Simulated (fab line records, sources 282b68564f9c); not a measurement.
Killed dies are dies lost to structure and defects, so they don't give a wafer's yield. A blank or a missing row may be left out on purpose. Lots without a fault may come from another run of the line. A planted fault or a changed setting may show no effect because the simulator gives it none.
One fault seen from 2 desks | flow rit_cmos | each desk has only its own numbers; what lay behind them comes last

THE TOOL OWNER'S DESK: litho_track-02
The tool's own readings at RIT_GATE_COAT_11 (resist thk 850 nm): means of the sampled wafers that have a number, for each lot that ran on this tool. A lot is out of limits, marked OUT, if its mean lies more than 4 standard deviations from the usual mean; the brackets give that distance.
Columns: A = dispense_pressure_kPa at RIT_GATE_COAT_11, usual 48 kPa; B = spin_speed_rpm at RIT_GATE_COAT_11, usual 4250 rpm
lot  | first seen here | A  | B
L726 | day 3 20:46     | 46 | 4249
L742 | day 7 02:02     | 46 | 4088 (-52) OUT
L743 | day 7 06:26     | 46 | 4087 (-53) OUT
This desk's finding: out of limits on L742, L743; first on L742, day 7 02:02 (spin_speed_rpm at RIT_GATE_COAT_11). In limits: L726.

THE METROLOGY DESK
What the gauges read, lot by lot, whatever tool the lot ran on: means of the sampled wafers that have a number. A lot is out of limits, marked OUT, if its mean lies more than 4 standard deviations from the usual mean; the brackets give that distance.
Columns: A = FIELD_OXIDE_LEFT_2_THK at RIT_FOX2_THK_MEAS_91, usual 256 nm; B = GATE_OXIDE_THK at RIT_GATE_THK_MEAS_07, usual 3.04 nm; C = GATE_POLY_THK at RIT_GATE_THK_MEAS_09, usual 251.2 nm; D = cd_nm at RIT_GATE_CD_MEAS_16, usual 150.3 nm; E = GATE_OVL at RIT_GATE_OVL_MEAS_17, usual -0.1 nm
lot  | first seen here | A   | B    | C     | D     | E
L726 | day 3 16:09     | 258 | 3.04 | 251.7 | 153.1 | -0.4
L727 | day 3 22:46     | 254 | 3.04 | 255.3 | 150.8 | 2.2
L731 | day 4 16:39     | 254 | 3.01 | 251.4 | 152.0 | -3.0
L740 | day 6 12:35     | 253 | 2.87 | 252.4 | 151.1 | 0.5
L742 | day 6 21:28     | 257 | 3.07 | 252.5 | 152.0 | -1.6
L743 | day 7 03:10     | 261 | 3.10 | 252.5 | 153.3 | 2.8
This desk's finding: nothing out of limits on any of the 6 lots.

PUT TOGETHER
The tool owner's desk could have raised an alarm at day 7 02:02, on L742, L743.
The metrology desk saw nothing out of limits.
The metrology desk has L742, L743 on record, within its limits.
Of the lots named, all ran RIT_GATE_COAT_11 on litho_track-02.

WHAT THE SIMULATOR HAD PUT IN
Process parameter drift: litho_track-02, from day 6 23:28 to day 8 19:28, at RIT_GATE_COAT_11. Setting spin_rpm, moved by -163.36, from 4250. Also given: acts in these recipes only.
Lots struck among those shown: L742, L743.
Hours from the fault's start to each desk's first reading out of limits: the tool owner's desk, 3.
